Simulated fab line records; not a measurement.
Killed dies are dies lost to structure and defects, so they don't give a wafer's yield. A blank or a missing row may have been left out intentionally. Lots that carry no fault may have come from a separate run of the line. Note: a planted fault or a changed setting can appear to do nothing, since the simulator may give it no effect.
fab line records + flow berkeley-cmos170
record
- lots=14
- wafers=42
- last-day=12
route steps=331 shown NLDD@167
lots untouched by any fault: they come from a run of this same line in which no faults occurred
start-h: hours from the record's opening day to when the first of the lot's shown wafers began + wait-h: hours elapsed since this lot's preceding step + " repeats the value in the row above + L1.1+2: a single row standing in for several wafers + - no value, or no start given + * or withheld: withheld + < > ~ a bound
route shown NAME@n: NAME is a module with steps in the file, n the number in the route of the first one + usual: the fault-free wafers' mean and standard deviation + same: alike in all rows + chamber/n: place in a boat + sites: each site's reading + _std_site: how widely they spread, as a standard deviation + _edge_site: outer sites' mean less inner sites' + radius-mm: how far each site lies from the wafer's centre + mask NAME#n: copy n + behind: the tool/chamber that last shaped the wafer + hold: reason for holding the lot/hours on hold/outcome of the hold + device: the n, p or np transistor that did not switch + end of line: tests run on the same wafers once the route is complete + a step without rows: its recipe alone + killed: dies lost to structure and defects at the first sort, not the wafer's yield + map: dies across one wafer; x = killed, . = not, _ = none there
set.NAME: the setting that was run; set.NAME@STEP: the one run at that earlier step + model.NAME: the simulator's own value behind a step, which no gauge read
a sample of lots followed through the steps of the route, with each step as a table and each wafer as a row
services: a tool's chamber out of use, with start hour (start-h, from the record's first day; less than 0 if before it), hours out, and reason
## steps
# step UCB170_NLDD_IMPLANT_09
# recipe
- species=As
- dose-cm2=5e+13
- energy-kev=30
- tilt-deg=7
- rotation-deg=180
# usual
- beam-on-s=10.01/0.19
| lot.wafer | tool         | chamber | start-h | wait-h | beam-on-s |
|-----------|--------------|---------|---------|--------|-----------|
| L846.1    | implanter-04 | 0       | 139.97  | 0.1    | 10.25     |
| L846.2    | "            | 0       | "       | "      | 10.05     |
| L846.4    | "            | 0       | "       | "      | 9.79      |
| L842.2    | implanter-03 | 0       | 140.46  | 0.1    | 10.09     |
| L842.5    | "            | 0       | "       | "      | 9.82      |
| L842.6    | "            | 0       | "       | "      | 9.71      |
| L845.2    | implanter-03 | 0       | 140.82  | 0.1    | 9.81      |
| L845.4    | "            | 0       | "       | "      | 10.14     |
| L845.5    | "            | 0       | "       | "      | 10.24     |
| L848.1    | implanter-03 | 0       | 160.50  | 0.1    | 10.10     |
| L848.2    | "            | 0       | "       | "      | 10.05     |
| L848.6    | "            | 0       | "       | "      | 10.18     |
| L851.1    | implanter-03 | 0       | 175.51  | 0.1    | 9.90      |
| L851.3    | "            | 0       | "       | "      | 9.98      |
| L851.4    | "            | 0       | "       | "      | 10.06     |
| L850.4    | implanter-01 | 0       | 175.82  | 0.1    | 9.82      |
| L850.5    | "            | 0       | "       | "      | 9.74      |
| L850.6    | "            | 0       | "       | "      | 10.12     |
| L849.1    | implanter-03 | 0       | 176.57  | 0.1    | 9.83      |
| L849.3    | "            | 0       | "       | "      | 10.22     |
| L849.5    | "            | 0       | "       | "      | 9.94      |
| L852.1    | implanter-01 | 0       | 176.68  | 0.1    | 10.11     |
| L852.3    | "            | 0       | "       | "      | 10.09     |
| L852.6    | "            | 0       | "       | "      | 9.69      |
| L853.2    | implanter-03 | 0       | 178.14  | 0.1    | 9.65      |
| L853.4    | "            | 0       | "       | "      | 10.18     |
| L853.6    | "            | 0       | "       | "      | 10.15     |
| L853.2    | implanter-03 | 0       | 178.46  | 0.3    | 10.15     |
| L853.4    | "            | 0       | "       | "      | 10.11     |
| L853.6    | "            | 0       | "       | "      | 9.93      |
| L854.1    | implanter-03 | 0       | 192.65  | 0.1    | 10.07     |
| L854.3    | "            | 0       | "       | "      | 9.95      |
| L854.6    | "            | 0       | "       | "      | 10.05     |
| L858.2    | implanter-03 | 0       | 207.12  | 0.1    | 10.10     |
| L858.3    | "            | 0       | "       | "      | 9.79      |
| L858.5    | "            | 0       | "       | "      | 10.02     |
| L862.2    | implanter-03 | 0       | 220.35  | 0.1    | 9.96      |
| L862.4    | "            | 0       | "       | "      | 9.89      |
| L862.5    | "            | 0       | "       | "      | 9.76      |
| L862.2    | implanter-03 | 0       | 220.67  | 0.3    | 9.98      |
| L862.4    | "            | 0       | "       | "      | 9.84      |
| L862.5    | "            | 0       | "       | "      | 9.94      |
| L864.1    | implanter-01 | 0       | 241.29  | 0.1    | 10.21     |
| L864.2    | "            | 0       | "       | "      | 10.16     |
| L864.3    | "            | 0       | "       | "      | 9.74      |
| L865.3    | implanter-04 | 0       | 254.24  | 0.1    | 9.96      |
| L865.5    | "            | 0       | "       | "      | 10.20     |
| L865.6    | "            | 0       | "       | "      | 10.15     |
# step UCB170_NLDD_TW_MEAS_11
# usual
- NLDD_TW=2211/18
| lot.wafer | tool          | chamber | start-h | wait-h | NLDD_TW |
|-----------|---------------|---------|---------|--------|---------|
| L846.1    | film-metro-01 | -       | 140.22  | 0.1    | 2228    |
| L846.2    | "             | -       | "       | "      | 2234    |
| L846.4    | "             | -       | "       | "      | 2233    |
| L842.2    | film-metro-03 | -       | 140.69  | 0.1    | 2208    |
| L842.5    | "             | -       | "       | "      | 2213    |
| L842.6    | "             | -       | "       | "      | 2191    |
| L845.2    | film-metro-04 | -       | 141.05  | 0.1    | 2226    |
| L845.4    | "             | -       | "       | "      | 2221    |
| L845.5    | "             | -       | "       | "      | 2218    |
| L848.1    | film-metro-01 | -       | 160.75  | 0.1    | 2224    |
| L848.2    | "             | -       | "       | "      | 2232    |
| L848.6    | "             | -       | "       | "      | 2246    |
| L851.1    | film-metro-01 | -       | 175.76  | 0.1    | 2210    |
| L851.3    | "             | -       | "       | "      | 2214    |
| L851.4    | "             | -       | "       | "      | 2212    |
| L850.4    | film-metro-04 | -       | 176.02  | 0.1    | 2209    |
| L850.5    | "             | -       | "       | "      | 2219    |
| L850.6    | "             | -       | "       | "      | 2201    |
| L849.1    | film-metro-04 | -       | 176.82  | 0.1    | 2220    |
| L849.3    | "             | -       | "       | "      | 2208    |
| L849.5    | "             | -       | "       | "      | 2198    |
| L852.1    | film-metro-01 | -       | 176.93  | 0.1    | 2219    |
| L852.3    | "             | -       | "       | "      | 2225    |
| L852.6    | "             | -       | "       | "      | 2212    |
| L853.2    | film-metro-03 | -       | 178.69  | 0.1    | 2422    |
| L853.4    | "             | -       | "       | "      | 2429    |
| L853.6    | "             | -       | "       | "      | 2430    |
| L853.2    | film-metro-03 | -       | 178.92  | 0.2    | 2422    |
| L853.4    | "             | -       | "       | "      | 2436    |
| L853.6    | "             | -       | "       | "      | 2437    |
| L854.1    | film-metro-03 | -       | 192.90  | 0.1    | 2172    |
| L854.3    | "             | -       | "       | "      | 2192    |
| L854.6    | "             | -       | "       | "      | 2193    |
| L858.2    | film-metro-03 | -       | 207.35  | 0.1    | 2183    |
| L858.3    | "             | -       | "       | "      | 2195    |
| L858.5    | "             | -       | "       | "      | 2196    |
| L862.2    | film-metro-01 | -       | 220.90  | 0.1    | 2489    |
| L862.4    | "             | -       | "       | "      | 2476    |
| L862.5    | "             | -       | "       | "      | 2472    |
| L862.2    | film-metro-01 | -       | 221.13  | 0.2    | 2480    |
| L862.4    | "             | -       | "       | "      | 2478    |
| L862.5    | "             | -       | "       | "      | 2471    |
| L864.1    | film-metro-01 | -       | 241.54  | 0.1    | 2227    |
| L864.2    | "             | -       | "       | "      | 2236    |
| L864.3    | "             | -       | "       | "      | 2232    |
| L865.3    | film-metro-03 | -       | 254.46  | 0.1    | 2203    |
| L865.5    | "             | -       | "       | "      | 2203    |
| L865.6    | "             | -       | "       | "      | 2206    |
# step UCB170_SDANNEAL_RS_MEAS_05
# recipe
- thk-meas-gauge=four-point-probe
# usual
- NLDD_RS=617.0/1.7
| lot.wafer | tool          | chamber | start-h | wait-h | NLDD_RS[ohm/sq] |
|-----------|---------------|---------|---------|--------|-----------------|
| L846.1    | film-metro-04 | -       | 149.34  | 0.1    | 616.3           |
| L846.2    | "             | -       | "       | "      | 616.6           |
| L846.4    | "             | -       | "       | "      | 617.6           |
| L842.2    | film-metro-01 | -       | 149.36  | 0.1    | 615.6           |
| L842.5    | "             | -       | "       | "      | 614.9           |
| L842.6    | "             | -       | "       | "      | 616.7           |
| L845.2    | film-metro-01 | -       | 149.84  | 0.1    | 616.7           |
| L845.4    | "             | -       | "       | "      | 619.2           |
| L845.5    | "             | -       | "       | "      | 619.2           |
| L848.1    | film-metro-03 | -       | 169.18  | 0.1    | 617.4           |
| L848.2    | "             | -       | "       | "      | 617.9           |
| L848.6    | "             | -       | "       | "      | 617.1           |
| L851.1    | film-metro-03 | -       | 190.63  | 0.1    | 616.6           |
| L851.3    | "             | -       | "       | "      | 617.5           |
| L851.4    | "             | -       | "       | "      | 619.0           |
| L850.4    | film-metro-01 | -       | 190.92  | 0.1    | 619.9           |
| L850.5    | "             | -       | "       | "      | 619.8           |
| L850.6    | "             | -       | "       | "      | 619.9           |
| L849.1    | film-metro-03 | -       | 191.17  | 0.1    | 614.0           |
| L849.3    | "             | -       | "       | "      | 614.1           |
| L849.5    | "             | -       | "       | "      | 616.3           |
| L853.2    | film-metro-01 | -       | 191.66  | 0.1    | 467.0           |
| L853.4    | "             | -       | "       | "      | 464.9           |
| L853.6    | "             | -       | "       | "      | 464.2           |
| L853.2    | film-metro-01 | -       | 191.94  | 0.3    | 465.4           |
| L853.4    | "             | -       | "       | "      | 463.5           |
| L853.6    | "             | -       | "       | "      | 464.5           |
| L852.1    | film-metro-01 | -       | 192.44  | 0.1    | 619.3           |
| L852.3    | "             | -       | "       | "      | 619.4           |
| L852.6    | "             | -       | "       | "      | 620.4           |
| L854.1    | film-metro-04 | -       | 217.50  | 0.1    | 616.9           |
| L854.3    | "             | -       | "       | "      | 617.1           |
| L854.6    | "             | -       | "       | "      | 614.4           |
| L858.2    | film-metro-04 | -       | 218.97  | 0.1    | 616.4           |
| L858.3    | "             | -       | "       | "      | 618.6           |
| L858.5    | "             | -       | "       | "      | 615.6           |
| L862.2    | film-metro-03 | -       | 230.63  | 0.1    | 464.9           |
| L862.4    | "             | -       | "       | "      | 465.3           |
| L862.5    | "             | -       | "       | "      | 465.4           |
| L862.2    | film-metro-03 | -       | 230.97  | 0.3    | 465.7           |
| L862.4    | "             | -       | "       | "      | 464.9           |
| L862.5    | "             | -       | "       | "      | 465.2           |
| L864.1    | film-metro-04 | -       | 253.30  | 0.1    | 618.2           |
| L864.2    | "             | -       | "       | "      | 617.3           |
| L864.3    | "             | -       | "       | "      | 615.1           |
| L865.3    | film-metro-03 | -       | 265.68  | 0.1    | 617.6           |
| L865.5    | "             | -       | "       | "      | 615.2           |
| L865.6    | "             | -       | "       | "      | 616.5           |
## services
| tool         | chamber | start-h | hours | kind |
|--------------|---------|---------|-------|------|
| implanter-01 | -       | 138.34  | 3.1   | pm   |
| implanter-03 | -       | 184.61  | 3.1   | pm   |
| implanter-01 | -       | 203.99  | 5.3   | pm   |
| implanter-04 | -       | 248.90  | 5.1   | pm   |
## key
first-sign
- step=UCB170_NLDD_IMPLANT_09
- reading=visit
- direction=added
effect
- step=UCB170_NLDD_TW_MEAS_11
- reading=visit
- direction=added
effect
- step=UCB170_NLDD_TW_MEAS_11
- reading=NLDD_TW
- direction=up
- sigmas=13
- usual=2211
- struck=2453
effect
- step=UCB170_SDANNEAL_RS_MEAS_05
- reading=NLDD_RS
- direction=down
- sigmas=90
- usual=617.0
- struck=465.3
met-at UCB170_NLDD_IMPLANT_09
struck-lots L853,L862
scrapped-behind UCB170_SDANNEAL_RS_MEAS_05 L853.2,L853.4,L853.6,L862.2,L862.4,L862.5
fault
- kind=repeated-step-whole
- tool=implanter-01,implanter-03,implanter-04
- chamber=-
- onset-h=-
- steps=UCB170_NLDD_IMPLANT_09
- times=1
- scope=struck-lots-only
